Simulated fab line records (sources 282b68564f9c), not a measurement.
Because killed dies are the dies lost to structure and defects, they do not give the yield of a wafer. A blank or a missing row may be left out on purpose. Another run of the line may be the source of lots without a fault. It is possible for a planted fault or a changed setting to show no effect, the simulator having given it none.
The same fault as seen by 2 desks    flow rit_cmos    every desk sees just its own numbers, and what lay behind them comes last

## DESK OF THE TOOL OWNER: implanter-04
For each lot that ran on this tool, the mean over its sampled wafers that have a number, from the tool's own readings at RIT_PWELL_IMPLANT_08. A lot is out of limits, marked OUT, if its mean lies more than 4 standard deviations from the usual mean; the brackets give that distance.
Columns: A = dose_ions_cm2 at RIT_PWELL_IMPLANT_08, usual 7.001e+13; B = faraday_current_uA at RIT_PWELL_IMPLANT_08, usual 222
lot   first seen here  A                    B
L319  day 2 00:23      7.008e+13            227
L323  day 2 21:02      6.998e+13            223
L324  day 3 05:22      6.999e+13            221
L328  day 3 22:07      6.648e+13 (-53) OUT  212
L329  day 4 01:36      6.645e+13 (-53) OUT  210
L331  day 4 13:44      6.647e+13 (-53) OUT  209
This desk finds L328, L329, L331 out of limits, L328 being first, at day 3 22:07 (dose_ions_cm2 at RIT_PWELL_IMPLANT_08). Within limits: L319, L323, L324.

## FROM THE METROLOGY DESK
Lot by lot, what the gauges showed, no matter which tool ran the lot: averages of those sampled wafers that carry a number. A lot is out of limits, marked OUT, if its mean lies more than 4 standard deviations from the usual mean; the brackets give that distance.
Columns: A = PWELL_TW at RIT_PWELL_TW_MEAS_10, usual 950; B = PWELL_RS at RIT_WELLDRIVE_RS_MEAS_02, usual 430.1 ohm/sq; C = REOX_OXIDE_THK at RIT_REOX_THK_MEAS_04, usual 24.8 nm
lot   first seen here  A    B                C
L319  day 2 00:42      942  430.2            24.5
L320  day 2 05:24      944  430.0            24.3
L321  day 2 09:18      942  430.0            25.1
L322  day 2 13:28      959  430.7            25.0
L323  day 2 21:22      943  430.6            24.4
L324  day 3 05:41      949  429.1            24.0
L326  day 3 18:56      942  430.4            25.1
L327  day 3 20:47      964  430.9            24.8
L328  day 3 22:26      930  444.1 (+13) OUT  23.9
L329  day 4 01:53      942  445.5 (+14) OUT  25.1
L331  day 4 14:03      925  444.6 (+13) OUT  23.6
L335  day 5 08:57      948  430.9            25.9
L337  day 5 17:57      949  430.2            25.0
L340  day 6 09:26      952  430.1            24.7
L341  day 6 14:16      959  429.2            24.7
This desk's finding: out of limits on L328, L329, L331; first on L328, day 4 07:07 (PWELL_RS at RIT_WELLDRIVE_RS_MEAS_02). Within limits: L319, L320, L321, L322, L323, L324, L326, L327, L335, L337, L340, L341.

## BROUGHT TOGETHER
The tool owner's desk could have raised an alarm at day 3 22:07, on L328, L329, L331.
The metrology desk could have raised an alarm at day 4 07:07, on L328, L329, L331.
On implanter-04, each named lot ran RIT_PWELL_IMPLANT_08.

## WHAT THE SIMULATOR HAD INSERTED
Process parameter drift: implanter-04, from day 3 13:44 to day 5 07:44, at RIT_PWELL_IMPLANT_08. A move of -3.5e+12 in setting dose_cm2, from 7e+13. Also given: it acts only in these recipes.
Struck lots among those shown: L328, L329, L331.
Fault start to first reading out of limits, in hours, per desk: tool owner, 8; metrology, 17.
